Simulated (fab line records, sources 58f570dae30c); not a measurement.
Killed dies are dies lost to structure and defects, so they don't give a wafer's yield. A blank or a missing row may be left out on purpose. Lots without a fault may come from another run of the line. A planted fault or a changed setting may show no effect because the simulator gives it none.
Split-lot experiment | flow berkeley_cmos170 | 5 lots, 23 wafers read, on a route of 331 steps

THE SPLIT
At UCB170_NWELL_CVD_04 (deposits Si3N4 from SiH2Cl2/NH3, target thk 224 nm, time 3360 s), the setting pressure_mtorr was moved away from the recipe's 200 mTorr on 20 of the 23 wafers read, by -5.8% to +14.5%. The other wafers ran this setting at the recipe's value.

The file shows no step between the split and the reading.

THE READING
NWELL_NITRIDE_THK, in nm, at UCB170_NWELL_THK_MEAS_05. Fault-free wafers of this fab line usually give 224.4 nm, standard deviation 1.7 nm.

wafer  | tool, chamber at the split | pressure_mtorr as run, mTorr | against the recipe | NWELL_NITRIDE_THK, nm | against lot-mates on the recipe
L077.1 | lpcvd-01, 0                | 200                          | recipe             | 224.5                 | -
L077.3 | lpcvd-01, 0                | 200                          | recipe             | 225.9                 | -
L077.6 | lpcvd-01, 0                | 200                          | recipe             | 225.5                 | -
L078.1 | -, -                       | 228.9                        | +14.5%             | 233.3                 | no lot-mate on the recipe
L078.2 | -, -                       | 228.9                        | +14.5%             | 235.3                 | no lot-mate on the recipe
L078.3 | -, -                       | 228.9                        | +14.5%             | 232.6                 | no lot-mate on the recipe
L078.5 | -, -                       | 228.9                        | +14.5%             | 232.2                 | no lot-mate on the recipe
L078.6 | -, -                       | 228.9                        | +14.5%             | 230.8                 | no lot-mate on the recipe
L079.1 | -, -                       | 223                          | +11.5%             | 230.4                 | no lot-mate on the recipe
L079.2 | -, -                       | 223                          | +11.5%             | 230.8                 | no lot-mate on the recipe
L079.3 | -, -                       | 223                          | +11.5%             | 230.1                 | no lot-mate on the recipe
L079.4 | -, -                       | 223                          | +11.5%             | 231.1                 | no lot-mate on the recipe
L079.6 | -, -                       | 223                          | +11.5%             | 229.7                 | no lot-mate on the recipe
L081.1 | -, -                       | 226.9                        | +13.5%             | 234.5                 | no lot-mate on the recipe
L081.3 | -, -                       | 226.9                        | +13.5%             | 234.0                 | no lot-mate on the recipe
L081.4 | -, -                       | 226.9                        | +13.5%             | 234.2                 | no lot-mate on the recipe
L081.5 | -, -                       | 226.9                        | +13.5%             | 235.1                 | no lot-mate on the recipe
L081.6 | -, -                       | 226.9                        | +13.5%             | 234.0                 | no lot-mate on the recipe
L083.1 | -, -                       | 188.5                        | -5.8%              | 218.4                 | no lot-mate on the recipe
L083.3 | -, -                       | 188.5                        | -5.8%              | 218.1                 | no lot-mate on the recipe
L083.4 | -, -                       | 188.5                        | -5.8%              | 218.9                 | no lot-mate on the recipe
L083.5 | -, -                       | 188.5                        | -5.8%              | 219.4                 | no lot-mate on the recipe
L083.6 | -, -                       | 188.5                        | -5.8%              | 218.7                 | no lot-mate on the recipe

THE FIT
A straight line over all 23 wafers: NWELL_NITRIDE_THK changes by +0.703 nm for each +1% of pressure_mtorr; r = +0.97; the points scatter about the line by 1.5 nm.
Too few moved wafers have a lot-mate on the recipe to fit a line with each lot's own level taken away.

THE WHOLE CHAIN: every reading that the file lists as answering this split, in the file's order
step                     | what it does                                                                 | reading                                                                       | change (the file's fit)               | r (the file's)
UCB170_NWELL_CVD_04      | deposits Si3N4 from SiH2Cl2/NH3, target thk 224 nm, time 3360 s              | Si3N4_of_NWELL_CVD_04.thk_nm (the simulator's own value, which no gauge read) | +0.7 nm for each +1% of the setting   | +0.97
UCB170_NWELL_THK_MEAS_05 |                                                                              | NWELL_NITRIDE_THK                                                             | +0.702 for each +1% of the setting    | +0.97
UCB170_NWELL_ETCH_13     | etches Si3N4 in CH3F/Ar/O2, stops on SiO2, target depth 246.4 nm, time 154 s | etch.depth_nm (the simulator's own value, which no gauge read)                | +0.701 nm for each +1% of the setting | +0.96

THE FILE'S OWN FIT
NWELL_NITRIDE_THK changes by +0.702 nm for each +1% of pressure_mtorr, r = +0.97.
